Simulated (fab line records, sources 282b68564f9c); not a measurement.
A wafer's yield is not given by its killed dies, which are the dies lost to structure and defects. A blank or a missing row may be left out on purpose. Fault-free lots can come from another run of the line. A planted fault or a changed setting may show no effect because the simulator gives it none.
fab line records	flow ritCmos
[record] lots = 14	wafers = 42	lastDay = 7
route steps=202 shown CONTACT@168 M1@202
lots with no fault: from the same line, run without faults
startH: the number of hours between the record's first day and the start of the first shown wafer of the lot	waitH: how many hours have passed since the lot's step before this one	" identical to the entry in the row above	L1.1+2: a row that stands for several wafers	- no value, or no start was given	* or withheld: withheld	< > ~ a bound
route shown NAME@n: NAME is a module with steps in the file, n the number in the route of the first one	usual: mean/standard deviation taken from wafers without a fault	same: alike in all rows	chamber/n: place in a boat	sites: per-site readings	_std_site: the values' standard deviation	_edge_site: the outer-site mean with the inner-site mean subtracted	radiusMm: for every site, how far away it sits from the centre of the wafer	mask NAME#n: copy n	behind: tool/chamber where the wafer was last shaped	hold: why the lot went on hold/how many hours it stayed there/how the hold came to an end	device: whichever transistor did not switch (one of n, p or np)	end of line: the same wafers' tests at the end of the route	a step without rows: its recipe alone	killed: not the wafer's yield, but the dies lost to structure and defects at the first sort	map: the dies of a wafer, with x for killed, . for not killed, _ for no die there
set.NAME: the setting the step ran with; set.NAME@STEP: the setting that earlier step ran with	model.NAME: the simulator's own value behind a step, which no gauge read
the route's steps for a sample of lots (tables are steps, rows are wafers)
services: the hour from which a tool's chamber was out of use, counted from the record's first day as startH (under 0 if before that day), plus the number of hours and why
[[steps]]
[step RIT_CONTACT_CVD_00]
[recipe] material = SiO2	targetThkNm = 400	precursor = TEOS	tempC = 390	timeS = 61	rfW = 400
[usual] heaterPowerW = 299/58	rfFwdPowerW = 396.1/1.6
lot.wafer	tool	chamber	startH	waitH	heaterPowerW	rfFwdPowerW
L115.1	pecvd-01	0	55.35	0.1	338	395.4
L115.2	"	2	"	"	244	396.8
L115.3	"	1	"	"	332	396.8
L116.1	pecvd-04	0	65.88	0.1	415	395.9
L116.4	"	1	"	"	299	393.5
L116.5	"	0	"	"	438	395.6
L117.2	pecvd-03	2	69.39	0.0	204	394.7
L117.4	"	0	"	"	200	395.3
L117.6	"	1	"	"	353	395.0
L119.2	pecvd-04	0	79.08	0.0	347	397.0
L119.3	"	2	"	"	307	395.9
L119.6	"	0	"	"	370	398.0
L123.2	pecvd-01	1	100.89	0.0	-	-
L123.4	"	2	"	"	-	-
L123.6	"	1	"	"	-	-
L125.1	pecvd-04	2	108.55	0.1	-	-
L125.2	"	1	"	"	-	-
L125.3	"	0	"	"	-	-
L131.2	pecvd-04	1	132.37	0.0	271	394.3
L131.4	"	2	"	"	311	396.3
L131.5	"	0	"	"	429	397.6
L132.3	pecvd-03	2	141.35	0.1	222	395.0
L132.5	"	1	"	"	329	397.0
L132.6	"	0	"	"	211	396.3
L133.1	pecvd-01	1	147.72	0.1	325	394.3
L133.2	"	0	"	"	366	394.7
L133.5	"	1	"	"	246	397.7
L134.1	pecvd-04	1	151.20	0.1	237	395.0
L134.2	"	0	"	"	399	399.3
L134.4	"	0	"	"	400	398.4
L135.2	pecvd-03	2	158.00	0.0	282	394.4
L135.3	"	0	"	"	234	398.7
L135.5	"	1	"	"	357	395.4
L136.1	pecvd-01	0	162.02	0.1	270	393.8
L136.3	"	1	"	"	338	395.4
L136.6	"	2	"	"	309	397.8
L137.3	pecvd-04	2	166.30	0.0	294	396.9
L137.5	"	0	"	"	432	398.6
L137.6	"	2	"	"	306	395.1
L138.1	pecvd-03	0	167.28	0.1	227	394.6
L138.2	"	2	"	"	279	397.8
L138.4	"	0	"	"	237	393.4
[step RIT_M1_PROBE_99]
[usual] defectLimitedYield = 97.4/1.1	killedAtContacts = 0.1/0.31	killedAtFrontEnd = 7/3	killedDies = 7/3	killedOpen = 3.2/1.9	killedShort = 3.6/2.2	sort_bin_3_pad_short = 0.1/0.24	sort_bin_5_function = 1.5/0.78	sort_bin_6_memory = 1.0/0.66	sortNPass = 257/3	sortYieldPct = 97.4/1.1
[same] grossDies = 264	killed_at_M0_to_M3 = 0	killed_at_M4_up = 0	killedAtBackSide = 0	killedAtOther = 0
lot.wafer	tool	chamber	startH	waitH	defectLimitedYield[%]	killedAtContacts	killedAtFrontEnd	killedDies	killedOpen	killedShort	sort_bin_3_pad_short[%]	sort_bin_5_function[%]	sort_bin_6_memory[%]	sortNPass	sortYieldPct[%]
L115.1	prober-02	-	61.86	0.1	97.3	0	7	7	5	2	0.4	0.8	1.5	257	97.3
L115.2	prober-02	-	61.91	0.1	95.8	0	11	11	5	6	0.4	1.9	1.9	253	95.8
L115.3	prober-02	-	61.96	0.2	98.1	0	5	5	2	3	0	1.1	0.8	259	98.1
L116.1	prober-01	-	72.33	0.1	96.2	0	10	10	1	8	0.4	1.5	1.9	254	96.2
L116.4	prober-01	-	72.48	0.2	98.1	0	5	5	3	1	0.4	1.1	0.4	259	98.1
L116.5	prober-01	-	72.53	0.2	97.7	0	6	6	4	1	0	1.9	0.4	258	97.7
L117.2	prober-02	-	75.93	0.1	97.7	0	6	6	2	4	0	1.9	0.4	258	97.7
L117.4	prober-02	-	76.03	0.2	95.8	1	10	11	6	5	0	1.9	2.3	253	95.8
L117.6	prober-02	-	76.13	0.2	97.7	0	6	6	4	2	0	1.1	1.1	258	97.7
L119.2	prober-02	-	85.71	0.1	97.0	0	8	8	1	5	0	1.1	1.9	256	97.0
L119.3	prober-02	-	85.76	0.2	95.5	0	12	12	6	4	0	2.7	1.9	252	95.5
L119.6	prober-02	-	85.91	0.2	98.5	0	4	4	1	3	0.4	0.4	0.8	260	98.5
L131.2	prober-02	-	139.04	0.1	96.2	1	9	10	2	8	0	1.9	1.9	254	96.2
L131.4	prober-02	-	139.14	0.2	96.2	0	10	10	7	3	0.4	1.9	1.5	254	96.2
L131.5	prober-02	-	139.19	0.2	95.5	0	12	12	4	8	0.8	1.9	1.9	252	95.5
L132.3	prober-01	-	148.02	0.2	97.0	0	8	8	3	5	0	1.1	1.9	256	97.0
L132.5	prober-01	-	148.12	0.2	98.9	0	3	3	0	3	0	0.8	0.4	261	98.9
L132.6	prober-01	-	148.17	0.2	96.6	0	9	9	4	5	0.8	1.5	1.1	255	96.6
L133.1	prober-02	-	154.26	0.1	97.0	0	8	8	5	3	0	2.7	0.4	256	97.0
L133.2	prober-02	-	154.31	0.1	95.1	0	13	13	9	4	0	3.0	1.9	251	95.1
L133.5	prober-02	-	154.46	0.2	97.0	0	8	8	3	5	0	1.1	1.9	256	97.0
L134.1	prober-01	-	157.46	0.1	97.0	0	8	8	3	5	0.4	1.1	1.5	256	97.0
L134.2	prober-01	-	157.51	0.1	98.9	0	3	3	2	1	0	1.1	0	261	98.9
L134.4	prober-01	-	157.61	0.2	97.7	0	6	6	6	0	0	1.5	0.8	258	97.7
L135.2	prober-02	-	164.46	0.1	98.9	0	3	3	2	1	0	0	1.1	261	98.9
L135.3	prober-02	-	164.51	0.2	98.1	0	5	5	3	2	0	1.5	0.4	259	98.1
L135.5	prober-02	-	164.61	0.2	98.5	0	4	4	2	2	0	0.4	1.1	260	98.5
L136.1	prober-01	-	168.44	0.1	96.6	1	8	9	3	6	0	2.7	0.8	255	96.6
L136.3	prober-01	-	168.54	0.2	94.3	0	15	15	6	9	0	3.0	2.7	249	94.3
L136.6	prober-01	-	168.69	0.2	97.7	1	5	6	1	5	0	1.9	0.4	258	97.7
L137.3	prober-02	-	172.82	0.2	97.7	0	6	6	2	4	0	0.8	1.5	258	97.7
L137.5	prober-02	-	172.92	0.2	98.1	0	5	5	2	3	0	0.8	1.1	259	98.1
L137.6	prober-02	-	172.97	0.2	98.1	0	5	5	3	2	0	1.5	0.4	259	98.1
L138.1	prober-01	-	174.22	0.1	97.0	0	8	8	5	3	0	2.3	0.8	256	97.0
L138.2	prober-01	-	174.27	0.1	98.5	0	4	4	2	2	0	0	1.5	260	98.5
L138.4	prober-01	-	174.37	0.2	98.9	0	3	3	2	1	0	0.8	0.4	261	98.9
// killed by level:class
L115.1 REOX:geometricParticle:open=2 REOX:geometricParticle:short=2 GATE:geometricParticle:open=1 SPACER:geometricParticle:open=1 SILICIDE:geometricParticle:open=1
L115.2 GATE:geometricParticle:short=2 REOX:geometricParticle:short=2 SPACER:geometricParticle:short=2 FOX1:geometricParticle:open=1 GATE:geometricParticle:open=1 REOX:geometricParticle:open=1 SPACER:geometricParticle:open=1 SILICIDE:geometricParticle:open=1
L115.3 FOX1:geometricParticle:short=2 GATE:geometricParticle:open=1 REOX:geometricParticle:short=1 SPACER:geometricParticle:open=1
L116.1 SILICIDE:geometricParticle:short=4 GATE:geometricParticle:short=3 SPACER:geometricParticle:short=1 SILICIDE:geometricParticle:open=1 PWELL:coatMicrobubblePrinted=1
L116.4 REOX:geometricParticle:open=1 SPACER:geometricParticle:open=1 SILICIDE:geometricParticle:open=1 SILICIDE:geometricParticle:short=1 PSD:coatMicrobubblePrinted=1
L116.5 SPACER:geometricParticle:open=2 GATE:geometricParticle:open=1 GATE:geometricParticle:short=1 REOX:geometricParticle:open=1 PSD:coatMicrobubblePrinted=1
L117.2 GATE:geometricParticle:short=2 FOX1:geometricParticle:open=1 FOX1:geometricParticle:short=1 SPACER:geometricParticle:short=1 SPACER:geometricParticle:open=1
L117.4 FOX2:geometricParticle:short=2 GATE:geometricParticle:short=2 REOX:geometricParticle:open=2 SPACER:geometricParticle:open=2 FOX2:geometricParticle:open=1 GATE:geometricParticle:open=1 CONTACT:geometricParticle:short=1
L117.6 SPACER:geometricParticle:open=2 FOX2:geometricParticle:open=1 GATE:geometricParticle:open=1 GATE:geometricParticle:short=1 SPACER:geometricParticle:short=1
L119.2 GATE:geometricParticle:short=2 NWELL:coatMicrobubblePrinted=2 FOX1:geometricParticle:short=1 FOX2:geometricParticle:short=1 GATE:geometricParticle:open=1 SPACER:geometricParticle:short=1
L119.3 FOX2:geometricParticle:short=2 GATE:geometricParticle:open=2 NWELL:coatMicrobubblePrinted=2 FOX2:geometricParticle:open=1 GATE:geometricParticle:short=1 REOX:geometricParticle:open=1 SPACER:geometricParticle:short=1 SPACER:geometricParticle:open=1
L119.6 FOX2:geometricParticle:short=1 REOX:geometricParticle:open=1 SPACER:geometricParticle:short=1 SILICIDE:geometricParticle:short=1
L131.2 GATE:geometricParticle:short=3 FOX1:geometricParticle:short=2 FOX2:geometricParticle:short=1 REOX:geometricParticle:open=1 SPACER:geometricParticle:open=1 SILICIDE:geometricParticle:short=1 CONTACT:geometricParticle:short=1
L131.4 GATE:geometricParticle:open=2 GATE:geometricParticle:short=2 SPACER:geometricParticle:open=2 SILICIDE:geometricParticle:open=2 FOX1:geometricParticle:open=1 SILICIDE:geometricParticle:short=1
L131.5 GATE:geometricParticle:short=5 FOX1:geometricParticle:short=2 GATE:geometricParticle:open=2 REOX:geometricParticle:open=1 SPACER:geometricParticle:short=1 SILICIDE:geometricParticle:open=1
L132.3 GATE:geometricParticle:short=3 FOX1:geometricParticle:open=1 FOX2:geometricParticle:open=1 GATE:geometricParticle:open=1 REOX:geometricParticle:short=1 SILICIDE:geometricParticle:short=1
L132.5 FOX1:geometricParticle:short=1 FOX2:geometricParticle:short=1 REOX:geometricParticle:short=1
L132.6 GATE:geometricParticle:short=3 REOX:geometricParticle:open=2 FOX1:geometricParticle:short=1 FOX2:geometricParticle:open=1 GATE:geometricParticle:open=1 REOX:geometricParticle:short=1
L133.1 FOX1:geometricParticle:open=4 FOX1:geometricParticle:short=1 FOX2:geometricParticle:short=1 GATE:geometricParticle:open=1 SPACER:geometricParticle:short=1
L133.2 GATE:geometricParticle:open=6 FOX2:geometricParticle:short=2 GATE:geometricParticle:short=2 REOX:geometricParticle:open=2 FOX1:geometricParticle:open=1
L133.5 GATE:geometricParticle:short=4 FOX2:geometricParticle:open=1 GATE:geometricParticle:open=1 SPACER:geometricParticle:open=1 SPACER:geometricParticle:short=1
L134.1 GATE:geometricParticle:short=3 FOX1:geometricParticle:short=2 FOX1:geometricParticle:open=2 GATE:geometricParticle:open=1
L134.2 FOX2:geometricParticle:open=1 GATE:geometricParticle:open=1 SILICIDE:geometricParticle:short=1
L134.4 SILICIDE:geometricParticle:open=3 FOX2:geometricParticle:open=2 GATE:geometricParticle:open=1
L135.2 GATE:geometricParticle:open=1 REOX:geometricParticle:short=1 REOX:geometricParticle:open=1
L135.3 FOX1:geometricParticle:open=1 FOX2:geometricParticle:short=1 REOX:geometricParticle:short=1 SPACER:geometricParticle:open=1 SILICIDE:geometricParticle:open=1
L135.5 GATE:geometricParticle:open=1 GATE:geometricParticle:short=1 REOX:geometricParticle:short=1 REOX:geometricParticle:open=1
L136.1 SPACER:geometricParticle:short=3 GATE:geometricParticle:open=2 GATE:geometricParticle:short=1 REOX:geometricParticle:open=1 SILICIDE:geometricParticle:short=1 CONTACT:geometricParticle:short=1
L136.3 GATE:geometricParticle:short=4 GATE:geometricParticle:open=3 SPACER:geometricParticle:open=2 SPACER:geometricParticle:short=2 ACTIVE:geometricParticle:short=1 FOX1:geometricParticle:open=1 FOX2:geometricParticle:short=1 REOX:geometricParticle:short=1
L136.6 GATE:geometricParticle:short=2 SPACER:geometricParticle:short=2 SPACER:geometricParticle:open=1 CONTACT:geometricParticle:short=1
L137.3 FOX1:geometricParticle:short=3 FOX1:geometricParticle:open=1 SPACER:geometricParticle:open=1 SPACER:geometricParticle:short=1
L137.5 GATE:geometricParticle:short=2 GATE:geometricParticle:open=1 SPACER:geometricParticle:open=1 SPACER:geometricParticle:short=1
L137.6 GATE:geometricParticle:open=2 FOX2:geometricParticle:open=1 SPACER:geometricParticle:short=1 SILICIDE:geometricParticle:short=1
L138.1 GATE:geometricParticle:short=2 GATE:geometricParticle:open=2 FOX1:geometricParticle:open=1 FOX2:geometricParticle:open=1 REOX:geometricParticle:short=1 REOX:geometricParticle:open=1
L138.2 FOX1:geometricParticle:short=1 GATE:geometricParticle:open=1 REOX:geometricParticle:short=1 SPACER:geometricParticle:open=1
L138.4 REOX:geometricParticle:open=1 REOX:geometricParticle:short=1 SPACER:geometricParticle:open=1
[[services]]
tool	chamber	startH	hours	kind
pecvd-04	-	33.98	1.0	repair
pecvd-01	0	35.36	10.4	repair
pecvd-04	-	43.63	0.3	repair
pecvd-01	-	59.05	5.5	pm
pecvd-03	-	62.97	1.3	repair
[[key]]
[firstSign] step = RIT_CONTACT_CVD_00	reading = toolRecord	direction = missing
effect none on later readings
metAt RIT_CONTACT_CVD_00
struckLots L123,L125
scrappedBehind RIT_CONTACT_THK_MEAS_01 L123.2,L123.4,L123.6,L125.1,L125.2,L125.3
onsetBetween 79.08 100.89
[fault] kind = skippedStepWhole	tool = pecvd-01,pecvd-04	chamber = -	onsetH = 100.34	steps = RIT_CONTACT_CVD_00	scope = struckLotsOnly
